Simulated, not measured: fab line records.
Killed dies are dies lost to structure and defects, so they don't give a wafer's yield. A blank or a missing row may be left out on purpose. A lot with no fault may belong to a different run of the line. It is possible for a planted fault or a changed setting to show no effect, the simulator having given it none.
One fault through the eyes of 2 desks	flow rit-cmos	each desk has only its own numbers; what lay behind them comes last

METROLOGY DESK
Lot by lot, what the gauges showed, no matter which tool ran the lot: averages of those sampled wafers that carry a number. Marked OUT: a lot whose mean sits more than 4 standard deviations from the usual mean, which makes it out of limits; the brackets give that distance.
Columns: A = GATE_OXIDE_THK at RIT_GATE_THK_MEAS_07, usual 3.01 nm; B = GATE_POLY_THK at RIT_GATE_THK_MEAS_09, usual 256.2 nm; C = cd-nm at RIT_GATE_CD_MEAS_16, usual 149.2 nm; D = GATE_OVL at RIT_GATE_OVL_MEAS_17, usual -0.6 nm
lot	first seen here	A	B	C	D
L895	day 3 00:37	3.10	255.5	147.9	-1.1
L902	day 4 16:17	3.04	256.5	150.4	-0.2
L906	day 5 09:37	3.01	257.6	148.8	0.2
L909	day 6 00:56	3.02	256.4	146.8	-0.3
L911	day 6 13:06	3.02	259.0	152.5	-0.3
L914	day 7 04:22	3.07	256.1	145.9	0.2
Finding of this desk: none of the 6 lots has anything out of limits.

TOOL OWNER'S DESK, rie-si-01
The tool's own readings at RIT_GATE_ETCH_19 (etches poly-Si in SF6/CHF3/O2, stops on SiO2, time 165 s, target depth 312.5 nm): means of the sampled wafers that have a number, for each lot that ran on this tool. Marked OUT: a lot whose mean sits more than 4 standard deviations from the usual mean, which makes it out of limits; the brackets give that distance.
Columns: A = drypump-motor-current-A at RIT_GATE_ETCH_19, usual 5.6 A; B = oes-product-au at RIT_GATE_ETCH_19, usual 0.868 a.u.; C = run-length-s at RIT_GATE_ETCH_19, usual 193.3 s; D = throttle-valve-pct at RIT_GATE_ETCH_19, usual 10.17 %
lot	first seen here	A	B	C	D
L895	day 3 03:33	5.5	0.886	193.4	10.16
L909	day 6 03:56	5.6	0.818	209.2 (+33) OUT	10.22
L911	day 6 16:02	5.6	0.826	209.3 (+33) OUT	10.21
This desk's finding: out of limits on L909, L911; first on L909, day 6 03:56 (run-length-s at RIT_GATE_ETCH_19). L895: within limits.

TAKEN TOGETHER
At day 6 03:56, on L909, L911, the tool owner's desk was in a position to raise an alarm.
Nothing out of limits was seen by the metrology desk.
The metrology desk has L909, L911 on record, within its limits.
The lots listed all ran RIT_GATE_ETCH_19 on rie-si-01.

WHAT WAS PUT IN BY THE SIMULATOR
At RIT_GATE_ETCH_19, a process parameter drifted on rie-si-01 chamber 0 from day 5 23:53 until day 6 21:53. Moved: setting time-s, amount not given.
Struck lots among those shown: L909, L911.
Hours from the fault's start to each desk's first reading out of limits: the tool owner's desk, 4.
